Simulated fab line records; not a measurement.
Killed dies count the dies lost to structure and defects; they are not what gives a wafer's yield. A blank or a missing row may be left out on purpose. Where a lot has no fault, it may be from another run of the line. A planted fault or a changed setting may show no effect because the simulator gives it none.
Which tool was responsible? :: flow rit-cmos :: route of 202 steps, sampled at 1 step: 14 lots, 42 wafers

WHAT THE GAUGES READ, wafer by wafer
The record holds no reading of a measuring or inspecting step that can be judged against a usual standard deviation.

WHAT TOOL EACH LOT RAN ON (gives the tool, then ch and the chambers of the sampled wafers, and finally the start)
lot: L963
RIT_NSD_DEVELOP_05: litho-track-02 ch 0, day 3 02:00

lot: L965
RIT_NSD_DEVELOP_05: litho-track-02 ch 0, day 3 11:00

lot: L966
RIT_NSD_DEVELOP_05: litho-track-04 ch 0, day 3 14:00

lot: L968
RIT_NSD_DEVELOP_05: litho-track-01 ch 0, day 4 05:00

lot: L969
RIT_NSD_DEVELOP_05: litho-track-04 ch 0, day 4 09:00

lot: L971
RIT_NSD_DEVELOP_05: litho-track-02 ch 0, day 4 20:00

lot: L973
RIT_NSD_DEVELOP_05: litho-track-01 ch 0, day 5 05:00

lot: L974
RIT_NSD_DEVELOP_05: litho-track-01 ch 0, day 5 13:00

lot: L976
RIT_NSD_DEVELOP_05: litho-track-04 ch 0, day 5 20:00

lot: L978
RIT_NSD_DEVELOP_05: litho-track-04 ch 0, day 6 08:00

lot: L983
RIT_NSD_DEVELOP_05: litho-track-04, day 7 09:00

lot: L984
RIT_NSD_DEVELOP_05: litho-track-02, day 7 13:00

lot: L985
RIT_NSD_DEVELOP_05: litho-track-04 ch 0, day 7 18:00

lot: L986
RIT_NSD_DEVELOP_05: litho-track-04 ch 0, day 7 22:00
- RIT_NSD_DEVELOP_05: develop time 50 s.

WHAT THE TOOLS THEMSELVES READ (means of the sampled wafers that have a number; where no wafer has one, the mark that the record gives instead)
RIT_NSD_DEVELOP_05. Usual: chill-plate-temp-C at 23.00 C, with a standard deviation of 0.11.
lot: L963
tool: litho-track-02
chill-plate-temp-C (C): 23.09
flag: 

lot: L965
tool: litho-track-02
chill-plate-temp-C (C): 23.01
flag: 

lot: L966
tool: litho-track-04
chill-plate-temp-C (C): 22.92
flag: 

lot: L968
tool: litho-track-01
chill-plate-temp-C (C): 23.15
flag: 

lot: L969
tool: litho-track-04
chill-plate-temp-C (C): 23.01
flag: 

lot: L971
tool: litho-track-02
chill-plate-temp-C (C): 22.88
flag: 

lot: L973
tool: litho-track-01
chill-plate-temp-C (C): 23.01
flag: 

lot: L974
tool: litho-track-01
chill-plate-temp-C (C): 22.99
flag: 

lot: L976
tool: litho-track-04
chill-plate-temp-C (C): 23.03
flag: 

lot: L978
tool: litho-track-04
chill-plate-temp-C (C): 22.94
flag: 

lot: L983
tool: litho-track-04
chill-plate-temp-C (C): -
flag: OFF

lot: L984
tool: litho-track-02
chill-plate-temp-C (C): -
flag: OFF

lot: L985
tool: litho-track-04
chill-plate-temp-C (C): 23.02
flag: 

lot: L986
tool: litho-track-04
chill-plate-temp-C (C): 22.98
flag: 

THE ANSWER, worked out from the rows above alone
Rule: lot off if the mean of its wafers having a number is beyond 3 standard deviations from the usual mean. Also off: a lot with no number at a reading for which 4 or more lots have one. The other lots that the step has rows for count as sound. After the gauges, taken in route order, come the tools' own readings; for these a lot's mean is taken, as printed above. At the first step where some lot is off, the reading lying furthest off is the one used; lots without a number count as furthest.
Off: L983, L984 (RIT_NSD_DEVELOP_05, chill-plate-temp-C). Without a number there: L983, L984.
If a tool, at that step or one of the process steps before it, ran each lot that is off and ran no sound lot following the first of them, it fits. No candidate that was tried fits.

WHAT THE SIMULATOR HAD INSERTED
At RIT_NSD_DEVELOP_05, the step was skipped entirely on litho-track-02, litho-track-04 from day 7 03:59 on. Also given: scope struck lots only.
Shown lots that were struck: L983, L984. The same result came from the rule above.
